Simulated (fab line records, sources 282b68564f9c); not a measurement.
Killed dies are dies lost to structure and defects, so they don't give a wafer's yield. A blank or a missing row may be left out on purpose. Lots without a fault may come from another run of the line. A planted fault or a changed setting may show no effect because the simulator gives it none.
Which tool did it? | flow rit_cmos | 14 lots, 42 wafers sampled, at 2 steps of a route of 202

WHAT THE GAUGES READ, wafer by wafer
The record holds no reading of a measuring or inspecting step that can be judged against a usual standard deviation.

WHICH TOOL RAN EACH LOT (tool, then ch and the chambers of the sampled wafers, then the start)
lot  | RIT_SILICIDE_RTA_04             | RIT_M1_PROBE_99
L744 | rtp_anneal-02 ch 0, day 3 12:19 | -
L747 | rtp_anneal-02 ch 0, day 4 01:55 | -
L748 | rtp_anneal-02 ch 0, day 4 05:34 | -
L750 | rtp_anneal-02 ch 0, day 4 17:31 | -
L751 | rtp_anneal-02 ch 0, day 4 19:13 | -
L752 | rtp_anneal-02 ch 0, day 5 01:49 | prober-01, day 5 08:51
L754 | rtp_anneal-02 ch 0, day 5 10:42 | -
L759 | rtp_anneal-01 ch 0, day 6 11:06 | prober-02, day 6 20:15
L761 | rtp_anneal-01 ch 0, day 6 20:52 | -
L762 | rtp_anneal-02 ch 0, day 7 02:52 | -
L763 | rtp_anneal-01 ch 0, day 7 06:27 | prober-02, day 7 13:05
L764 | rtp_anneal-02 ch 0, day 7 13:32 | -
L765 | rtp_anneal-01 ch 0, day 7 18:42 | -
L766 | rtp_anneal-02 ch 0, day 8 02:28 | -
- RIT_SILICIDE_RTA_04: time 10 s, ramp up 5 s, ramp down 5 s.
- RIT_M1_PROBE_99

WHAT THE TOOLS THEMSELVES READ (means of the sampled wafers that have a number; where no wafer has one, the mark that the record gives instead)
RIT_SILICIDE_RTA_04. Usual: wafer_temp_C_max 652.6, standard deviation 1.3.
lot  | tool          | wafer_temp_C_max | flag
L744 | rtp_anneal-02 | 652.3            |
L747 | rtp_anneal-02 | 651.9            |
L748 | rtp_anneal-02 | 652.2            |
L750 | rtp_anneal-02 | 651.9            |
L751 | rtp_anneal-02 | 651.8            |
L752 | rtp_anneal-02 | 652.2            |
L754 | rtp_anneal-02 | 651.5            |
L759 | rtp_anneal-01 | 653.9            |
L761 | rtp_anneal-01 | 654.2            |
L762 | rtp_anneal-02 | 651.9            |
L763 | rtp_anneal-01 | 654.0            |
L764 | rtp_anneal-02 | 651.8            |
L765 | rtp_anneal-01 | 656.1            |
L766 | rtp_anneal-02 | 651.9            |

RIT_M1_PROBE_99. Usual: killed_at_M0_to_M3 0.0, standard deviation 0.2; killed_at_contacts 0.1, standard deviation 0.32; killed_at_front_end 6.7, standard deviation 2.9; killed_dies 6.8, standard deviation 2.9; killed_open 3.3, standard deviation 1.7; killed_short 3.4, standard deviation 2.1.
lot  | tool      | killed_at_M0_to_M3 | killed_at_contacts | killed_at_front_end | killed_dies | killed_open | killed_short | flag
L752 | prober-01 | 0.0                | 0.0                | 7.3                 | 7.3         | 3.7         | 3.7          |
L759 | prober-02 | 0.0                | 0.0                | 8.0                 | 8.0         | 4.3         | 3.3          |
L763 | prober-02 | 0.0                | 0.3                | 7.7                 | 8.0         | 3.0         | 5.0          |

THE ANSWER, worked out from the rows above alone
Rule: a lot is off if the mean of its wafers that have a number lies more than 3 standard deviations from the usual mean. A lot without any number at a reading at which 4 lots or more have one is off too. The other lots that the step has rows for count as sound. The gauges are gone through in route order, then the tools' own readings, and for those a lot's mean is taken as printed above. The first step at which some lot is off is used, and at that step the reading that is off furthest; a lot without a number counts as furthest.
No lot is off at any reading shown: from this, nothing can be told.

WHAT THE SIMULATOR HAD PUT IN
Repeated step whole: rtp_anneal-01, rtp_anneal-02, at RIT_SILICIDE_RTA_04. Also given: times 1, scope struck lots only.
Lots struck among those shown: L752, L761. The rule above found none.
